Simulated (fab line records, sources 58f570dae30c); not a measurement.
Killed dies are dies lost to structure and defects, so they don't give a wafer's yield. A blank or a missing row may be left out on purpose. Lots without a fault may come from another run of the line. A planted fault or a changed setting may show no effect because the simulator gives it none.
Tool commonality check | flow berkeley_cmos170 | 14 lots, 42 wafers sampled

WHY IT WAS OPENED
At UCB170_NLDD_TW_MEAS_11 the reading NLDD_TW is flagged on 2 of 14 lots. Wafers without a fault read 2211, standard deviation 22.
Rule: a lot is flagged when every wafer of it that has a number lies more than 4 standard deviations from that mean, or none has a number. The other lots count as sound.

lot  | measured     | on            | NLDD_TW, wafer by wafer | flag
L306 | day 7 07:26  | film_metro-02 | 2187 2188 2200          |
L307 | day 7 19:38  | film_metro-04 | 2201 2193 2194          |
L309 | day 8 06:37  | film_metro-04 | 2186 2196 2188          |
L312 | day 8 22:49  | film_metro-04 | 30 30 30                | FLAGGED
L311 | day 8 23:01  | film_metro-01 | 30 30 30                | FLAGGED
L320 | day 10 20:49 | film_metro-01 | 2246 2248 2247          |
L319 | day 10 21:20 | film_metro-01 | 2248 2244 2235          |
L324 | day 11 18:37 | film_metro-02 | 2203 2202 2207          |
L322 | day 11 19:22 | film_metro-01 | 2252 2251 2252          |
L323 | day 11 19:37 | film_metro-04 | 2221 2225 2225          |
L321 | day 11 19:47 | film_metro-04 | 2218 2229 2215          |
L327 | day 13 12:01 | film_metro-02 | 2180 2168 2174          |
L328 | day 13 12:05 | film_metro-01 | 2232 2225 2241          |
L329 | day 13 20:23 | film_metro-04 | 2205 2203 2208          |
The numbers of the flagged lots are 30 on average: -2181 against the usual, or -99 or more standard deviations.

WHICH TOOL RAN EACH LOT
The record holds 3 process steps before the reading, out of a route of 331 steps. In each cell: the tool, then ch and the chambers that the sampled wafers went through, then the start.
lot  | flag    | UCB170_GATE_ETCH_14                | UCB170_PLDD_STRIP_10                 | UCB170_NLDD_STRIP_10
L306 |         | rie_diel-04 ch 0,3, day 7 03:01    | plasma_asher-02 ch 0,1, day 7 04:58  | plasma_asher-01 ch 0,1, day 7 07:21
L307 |         | rie_diel-03 ch 0,1, day 7 11:31    | plasma_asher-03 ch 1, day 7 16:05    | plasma_asher-03 ch 0,1, day 7 19:32
L309 |         | rie_diel-04 ch 0,1, day 8 02:28    | plasma_asher-02 ch 1, day 8 04:52    | plasma_asher-01 ch 0,1, day 8 06:30
L312 | FLAGGED | rie_diel-04 ch 0,1, day 8 18:00    | plasma_asher-03 ch 0,1, day 8 20:34  | plasma_asher-01 ch 0,1, day 8 22:42
L311 | FLAGGED | rie_diel-03 ch 0,1, day 8 18:18    | plasma_asher-02 ch 0,1, day 8 20:28  | plasma_asher-03 ch 0,1, day 8 22:55
L320 |         | rie_diel-03 ch 0,2,3, day 10 16:55 | plasma_asher-03 ch 0,1, day 10 18:56 | plasma_asher-04 ch 0,1, day 10 20:43
L319 |         | rie_diel-02 ch 0,1,3, day 10 17:10 | plasma_asher-04 ch 0,1, day 10 19:29 | plasma_asher-04 ch 0,1, day 10 21:15
L324 |         | rie_diel-02 ch 0,1,3, day 11 12:13 | plasma_asher-03 ch 0,1, day 11 16:32 | plasma_asher-03 ch 0,1, day 11 18:30
L322 |         | rie_diel-03 ch 0,1, day 11 12:27   | plasma_asher-04 ch 0,1, day 11 16:52 | plasma_asher-01 ch 0,1, day 11 19:16
L323 |         | rie_diel-04 ch 0,2, day 11 12:41   | plasma_asher-03 ch 0,1, day 11 17:10 | plasma_asher-03 ch 0,1, day 11 19:31
L321 |         | rie_diel-02 ch 0,1,3, day 11 12:49 | plasma_asher-03 ch 0,1, day 11 17:26 | plasma_asher-01 ch 0,1, day 11 19:41
L327 |         | rie_diel-02 ch 0,2,3, day 12 14:49 | plasma_asher-03 ch 0,1, day 12 17:15 | plasma_asher-04 ch 0,1, day 13 11:55
L328 |         | rie_diel-04 ch 0,1, day 12 15:03   | plasma_asher-02 ch 0,1, day 12 17:34 | plasma_asher-01 ch 0,1, day 13 11:59
L329 |         | rie_diel-03 ch 0,2,3, day 13 11:41 | plasma_asher-02 ch 0,1, day 13 15:53 | plasma_asher-03 ch 0,1, day 13 20:17
What these steps do:
- UCB170_GATE_ETCH_14: etches BARC in N2/H2.
- UCB170_PLDD_STRIP_10: strips in O2.
- UCB170_NLDD_STRIP_10: strips in O2.
- UCB170_NLDD_TW_MEAS_11

FLAGGED OVER TOTAL, TOOL BY TOOL (the gauges that took the reading come last)
step                   | tool            | lots run | flagged | share of the flagged lots | sound lots run after its first flagged lot
UCB170_GATE_ETCH_14    | rie_diel-02     | 4        | 0       | none                      | -
UCB170_GATE_ETCH_14    | rie_diel-03     | 5        | 1       | some                      | 3 (L320,L322,L329)
UCB170_GATE_ETCH_14    | rie_diel-04     | 5        | 1       | some                      | 2 (L323,L328)
UCB170_PLDD_STRIP_10   | plasma_asher-02 | 5        | 1       | some                      | 2 (L328,L329)
UCB170_PLDD_STRIP_10   | plasma_asher-03 | 7        | 1       | some                      | 5 (L320,L324,L323,L321,L327)
UCB170_PLDD_STRIP_10   | plasma_asher-04 | 2        | 0       | none                      | -
UCB170_NLDD_STRIP_10   | plasma_asher-01 | 6        | 1       | some                      | 3 (L322,L321,L328)
UCB170_NLDD_STRIP_10   | plasma_asher-03 | 5        | 1       | some                      | 3 (L324,L323,L329)
UCB170_NLDD_STRIP_10   | plasma_asher-04 | 3        | 0       | none                      | -
UCB170_NLDD_TW_MEAS_11 | film_metro-01   | 5        | 1       | some                      | 4 (L320,L319,L322,L328)
UCB170_NLDD_TW_MEAS_11 | film_metro-02   | 3        | 0       | none                      | -
UCB170_NLDD_TW_MEAS_11 | film_metro-04   | 6        | 1       | some                      | 3 (L323,L321,L329)

WHAT THE TABLE ALLOWS
No row of the table ran every flagged lot.

WHAT THE SIMULATOR HAD PUT IN
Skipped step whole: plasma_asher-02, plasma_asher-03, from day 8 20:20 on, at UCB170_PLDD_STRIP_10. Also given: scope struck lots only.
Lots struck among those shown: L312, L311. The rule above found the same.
